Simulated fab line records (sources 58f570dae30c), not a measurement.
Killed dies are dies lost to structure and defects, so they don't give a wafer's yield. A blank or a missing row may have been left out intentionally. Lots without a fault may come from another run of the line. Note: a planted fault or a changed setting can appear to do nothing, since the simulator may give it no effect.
What tool caused it?	flow berkeley cmos170	6 lots, 18 wafers sampled, at 3 steps of a route of 331

== WHAT THE GAUGES SHOWED, per wafer ==
UCB170_V2_CD_MEAS_90: target cd 700 nm.
lot	measured	on	cd nm (nm)
L654	day 10 18:25	cd sem-01	698.9 698.8 699.2
L655	day 10 18:40	cd sem-02	698.9 700.7 699.7
L659	day 11 05:12	cd sem-02	699.2 698.2 700.7
L660	day 11 19:58	cd sem-02	697.4 699.5 700.7
L667	day 13 15:58	cd sem-01	702.1 700.5 699.5
L669	day 14 04:30	cd sem-01	699.9 698.2 698.6

== WHICH TOOL RAN EACH LOT (tool, then ch and the chambers of the sampled wafers, then the start) ==
lot	UCB170_SACOX_CLEAN_00	UCB170_V2_ETCH_14
L654	wet bench-02 ch 0, day 7 09:22	rie diel-01 ch 0,1,3, day 10 18:05
L655	wet bench-01 ch 0, day 7 17:15	rie diel-04 ch 0,2,3, day 10 18:21
L659	wet bench-01 ch 1, day 8 01:35	rie diel-04 ch 1,2, day 11 04:55
L660	wet bench-02 ch 2, day 8 17:11	rie diel-04 ch 1,2,3, day 11 19:41
L667	wet bench-01 ch 1, day 10 00:04	rie diel-04 ch 0,2,3, day 13 15:40
L669	wet bench-01 ch 1, day 10 08:41	rie diel-01 ch 0,1,2, day 14 04:11
- UCB170_SACOX_CLEAN_00: cleans in dHF, time 7.5 s.
- UCB170_V2_ETCH_14: etches SiO2 in CHF3/CF4/Ar, stops on Al, target depth 1250 nm, time 291 s.

== THE ANSWER, worked out from the rows above alone ==
Rule: the usual values come from the lots themselves. The widest of any qualifying gaps counts: lots, ordered by their means at a reading, are off when they make up no more than a third of the lots, leave a main group of 4 or more, and stand apart from it by 3 or more times the standard deviation of that group's means. The tables above print the reading to a certain number of digits; a main group whose means all agree to those digits is not used. A lot without any number at a reading at which 4 lots or more have one is off too. The other lots that the step has rows for count as sound.
Across all readings shown, no lot is off: no conclusion can be drawn from this.

== WHAT HAD BEEN PUT IN BY THE SIMULATOR ==
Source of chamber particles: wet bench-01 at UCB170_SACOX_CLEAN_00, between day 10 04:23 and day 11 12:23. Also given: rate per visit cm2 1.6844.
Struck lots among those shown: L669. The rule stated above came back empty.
